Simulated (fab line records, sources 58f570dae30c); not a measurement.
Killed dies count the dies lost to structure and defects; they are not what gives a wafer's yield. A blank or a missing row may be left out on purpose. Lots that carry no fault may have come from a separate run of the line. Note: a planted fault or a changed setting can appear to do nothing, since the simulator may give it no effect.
The same fault as seen by 2 desks | flow berkeley cmos170 | each desk holds nothing but its own numbers, with what lay behind them at the end

== AT THE METROLOGY DESK ==
What the gauges read for every lot (on any tool): the sampled wafers with a number, averaged. The brackets show how far a lot's mean lies from the usual mean; more than 4 standard deviations puts the lot out of limits, marked OUT.
Columns: A = PLDD_OVL at UCB170_PLDD_OVL_MEAS_07, usual -1 nm; B = PSD_TW at UCB170_PSD_TW_MEAS_10, usual 2326
lot  | first seen here | A  | B
L457 | day 6 11:02     | -0 | 2321
L459 | day 6 19:56     | 4  | 2350
L460 | day 7 04:22     | -7 | 2308
L464 | day 7 13:25     | -4 | 2335
L463 | day 7 13:42     | 0  | 2350
L465 | day 7 19:07     | -2 | 2354
L466 | day 8 06:12     | 0  | 2292
L467 | day 8 09:24     | -5 | 2328
L468 | day 8 10:04     | -4 | 2316
L469 | day 8 16:43     | 9  | 2319
L471 | day 9 10:57     | -3 | 2331
L472 | day 9 11:11     | -5 | 2292
L477 | day 10 12:56    | 2  | 2359
L479 | day 10 20:41    | 7  | 2365
This desk found nothing out of limits on any of the 14 lots.

== AT THE TOOL OWNER'S DESK: litho track-02 ==
The tool's own readings at UCB170_CONTACT_DEVELOP_14 (develop time 45 s): means of the sampled wafers that have a number, for each lot that ran on this tool. The brackets show how far a lot's mean lies from the usual mean; more than 4 standard deviations puts the lot out of limits, marked OUT.
Columns: A = developer temp C at UCB170_CONTACT_DEVELOP_14, usual 20.98 C
lot  | first seen here | A
L460 | day 8 00:00     | 20.99
L464 | day 8 10:00     | 21.03
L471 | day 10 05:00    | 20.81
L477 | day 11 08:00    | 21.91 (+9.4) OUT
L479 | day 11 20:00    | 21.79 (+8.2) OUT
This desk finds L477, L479 out of limits, L477 being first, at day 11 08:00 (developer temp C at UCB170_CONTACT_DEVELOP_14). Within limits: L460, L464, L471.

== ALL TOGETHER ==
On L477, L479, at day 11 08:00, an alarm was possible from the tool owner's desk.
Nothing out of limits was seen by the metrology desk.
The metrology desk has L477, L479 on record, within its limits.
UCB170_CONTACT_DEVELOP_14 was run on litho track-02 by each of the lots named.

== WHAT WAS PUT IN BY THE SIMULATOR ==
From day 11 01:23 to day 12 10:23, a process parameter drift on litho track-02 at UCB170_CONTACT_DEVELOP_14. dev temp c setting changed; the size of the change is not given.
Struck lots among those shown: L477, L479.
Each desk's first reading out of limits, in hours after the fault started: the tool owner's desk, 7.
